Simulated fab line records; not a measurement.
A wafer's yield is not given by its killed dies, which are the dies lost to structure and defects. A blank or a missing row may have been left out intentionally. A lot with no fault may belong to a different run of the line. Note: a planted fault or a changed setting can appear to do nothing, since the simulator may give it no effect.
A struck lot beside a sound one | flow rit-cmos | 22 steps out of a route of 202
Sound: the wafers L205.3, L205.4, L205.6. Wafers struck: L206.1, L206.2, L206.5. The cause is named last.
At each step with rows: each side's tool, then ch and its chambers, then its first start. Under that, the readings that differ: sound wafers | struck wafers | difference of the means | sigmas: that difference in standard deviations of wafers without a fault.
alike: readings with means less than 2 such deviations apart, plus words and numbers identical on both sides. not compared: withheld readings, readings lacking a value on some wafer, bounds such as >300 that could conceal the same value, and numbers that have no deviation in the record and whose values overlap.
Wherever a step has rows on one side only, a row that says differs or no value, or a row with sigmas, the two part there. When numbers do not overlap yet have no deviation, they are printed without sigmas and do not part them. A reading missing from all wafers of one side parts the sides only when that side holds two or more wafers.

first, 5 steps without rows for these wafers: RIT_GATE_WET_ETCH_00 (etches SiO2 in BOE, target depth 56 nm, time 60 s); RIT_GATE_CLEAN_01 (cleans in SC1, time 600 s); RIT_GATE_CLEAN_02 (cleans in dHF, time 30 s); RIT_GATE_CLEAN_03 (cleans in SC2, time 600 s); RIT_GATE_CLEAN_04 (cleans in dHF, time 60.89 s).
RIT_FOX2_THK_MEAS_91:
  sound: film-metro-03 at day 2 13:28; struck: film-metro-02 at day 2 17:57
  reading                     | sound       | struck      | difference | sigmas
  FIELD_OXIDE_LEFT_2_THK (nm) | 248 250 247 | 228 237 236 | -15        | -2
then, 2 steps without rows for these wafers: RIT_GATE_OXIDATION_05 (target thk 3 nm, ox time 270 s); RIT_GATE_ANNEAL_06 (time 600 s).
RIT_GATE_THK_MEAS_07:
  sound: film-metro-04 at day 2 14:51; struck: film-metro-04 at day 2 19:20
  alike: GATE_OXIDE_THK
then, 1 step without rows for these wafers: RIT_GATE_CVD_08 (deposits poly-Si from SiH4, target thk 250 nm, time 2220 s).
RIT_GATE_THK_MEAS_09:
  sound: film-metro-03 at day 2 16:32; struck: film-metro-04 at day 2 21:01
  alike: GATE_POLY_THK
then, 1 step without rows for these wafers: RIT_GATE_HMDS_10 (prime time 60 s).
RIT_GATE_COAT_11: resist thk 850 nm.
  sound on litho-track-04 ch 0, day 2 16:46; struck on litho-track-04 ch 0, day 2 21:14
  reading                                   | sound           | struck            | difference | sigmas
  model.NOVOLAK_of_GATE_COAT_11.thk-nm (nm) | 849.5 851 852.7 | 467.6 467.6 467.5 | -383.5     |
then, 3 steps without rows for these wafers: RIT_GATE_SOFTBAKE_12 (time 60 s); RIT_GATE_EXPOSE_13 (exposes mask M6, target cd 150 nm); RIT_GATE_PEB_14.
RIT_GATE_DEVELOP_15: develop time 48.27 s.
  sound on litho-track-04 ch 0; struck on litho-track-02 ch 0
  reading               | sound           | struck            | difference | sigmas
  model.GATE.cd-nm (nm) | 147.9 149 147.5 | 65.81 64.03 62.77 | -83.93     |
  alike: developer-temp-C
RIT_GATE_CD_MEAS_16: target cd 150 nm.
  sound: cd-sem-02 at day 2 20:38; struck: cd-sem-02 at day 2 22:03
  reading    | sound             | struck         | difference | sigmas
  cd-nm (nm) | 148.2 148.9 147.9 | 65.6 64.4 62.7 | -84.1      | -35
RIT_GATE_OVL_MEAS_17:
  sound: overlay-01 at day 2 20:43; struck: overlay-02 at day 2 22:10
  alike: GATE_OVL
then, 1 step without rows for these wafers: RIT_GATE_HARDBAKE_18 (time 60 s).
RIT_GATE_ETCH_19: etches poly-Si in SF6/CHF3/O2, stops on SiO2, time 165 s, target depth 312.5 nm.
  sound on rie-si-01 ch 1,2, day 2 20:53; struck on rie-si-02 ch 0,1,2, day 2 22:22
  reading                                   | sound             | struck           | difference | sigmas
  model.NOVOLAK_of_GATE_COAT_11.thk-nm (nm) | 671.4 674.1 674.2 | 333.8 336 332.6  | -339.1     |
  model.GATE.cd-nm (nm)                     | 148.1 149.1 147.7 | 65.88 64.2 62.83 | -84.00     |
  alike: SF6_flow_sccm, drypump-motor-current-A, oes-product-au, rf-fwd-power-W, throttle-valve-pct
  not compared: rf-hours-counter-h
RIT_GATE_STRIP_20: strips in O2, time 180 s.
  sound on plasma-asher-03 ch 0,1, day 2 21:04; struck on plasma-asher-03 ch 0,1, day 2 22:28
  alike: drypump-motor-current-A, o2-flow-sccm
  not compared: rf-hours-counter-h

## WHERE THEY PART
At RIT_FOX2_THK_MEAS_91 first; at RIT_GATE_CD_MEAS_16 last (within this record only). Later steps at which nothing parts them and some readings are alike: RIT_GATE_OVL_MEAS_17, RIT_GATE_ETCH_19, RIT_GATE_STRIP_20.

WHY: whatever the simulator had introduced
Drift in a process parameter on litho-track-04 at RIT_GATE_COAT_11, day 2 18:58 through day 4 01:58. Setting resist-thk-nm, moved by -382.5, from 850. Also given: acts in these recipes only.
